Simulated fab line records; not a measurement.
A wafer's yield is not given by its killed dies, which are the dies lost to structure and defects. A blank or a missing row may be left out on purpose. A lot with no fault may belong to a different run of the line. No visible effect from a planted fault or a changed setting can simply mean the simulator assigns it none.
Which tool did it? | flow berkeley cmos170 | 8 lots with 24 wafers sampled at 2 steps, on a route of 331 steps

WHAT THE GAUGES READ, wafer by wafer
UCB170_SCREENOX_THK_MEAS_02.
lot  | measured     | on            | SCREENOX_OXIDE_THK (nm)
L834 | day 6 11:34  | film metro-02 | 14.06 14.19 13.82
L837 | day 7 03:02  | film metro-01 | 14.14 14.05 14.12
L844 | day 8 14:02  | film metro-02 | 14.30 14.36 14.37
L847 | day 9 07:31  | film metro-04 | 14.66 14.33 14.37
L849 | day 9 16:11  | film metro-02 | 5.92 6.07 5.98
L848 | day 9 16:10  | film metro-04 | 5.74 5.80 5.96
L853 | day 10 14:40 | film metro-01 | 14.07 14.50 14.47
L856 | day 11 07:42 | film metro-01 | 14.10 14.30 13.95

WHICH TOOL RAN EACH LOT (tool, then ch and the chambers of the sampled wafers, then the start)
lot  | UCB170_SCREENOX_OXIDATION_01
L834 | furnace-04 ch 0, day 6 09:50
L837 | furnace-04 ch 0, day 7 01:22
L844 | furnace-01 ch 0, day 8 12:22
L847 | furnace-04 ch 0, day 9 05:50
L849 | furnace-04 ch 0, day 9 14:30
L848 | furnace-04 ch 0, day 9 14:30
L853 | furnace-02 ch 0, day 10 13:00
L856 | furnace-02 ch 0, day 11 06:02
- UCB170_SCREENOX_OXIDATION_01: target thk 14.4 nm, ox time 2400 s.

THE ANSWER, worked out from the rows above alone
Rule: what is usual is taken from the lots themselves. The widest of any qualifying gaps counts: lots, ordered by their means at a reading, are off when they make up no more than a third of the lots, leave a main group of 4 or more, and stand apart from it by 3 or more times the standard deviation of that group's means. A main group is skipped when, at the precision printed for the reading in the tables above, its means are all equal. A lot without any number at a reading at which 4 lots or more have one is off too. Any other lot the step has rows for is counted as sound.
Off: L849, L848, seen at UCB170_SCREENOX_THK_MEAS_02 (SCREENOX_OXIDE_THK). Main group: mean 14.23 nm, sd 0.16.
If a tool, at a process step before that reading, ran all the lots that are off and no sound lot after the first of them, it fits. Those tools and the gauges at UCB170_SCREENOX_THK_MEAS_02 are tried in the same way. One candidate fits, namely furnace-04 at UCB170_SCREENOX_OXIDATION_01. A fault onset in the window from L847 (day 9 05:50, its last sound lot) to L848 (day 9 14:30, its first lot off) fits.

WHAT WAS PUT IN BY THE SIMULATOR
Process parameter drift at UCB170_SCREENOX_OXIDATION_01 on furnace-04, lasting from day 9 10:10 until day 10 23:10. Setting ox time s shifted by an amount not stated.
Struck lots among those shown: L848, L849. The rule above found the same.
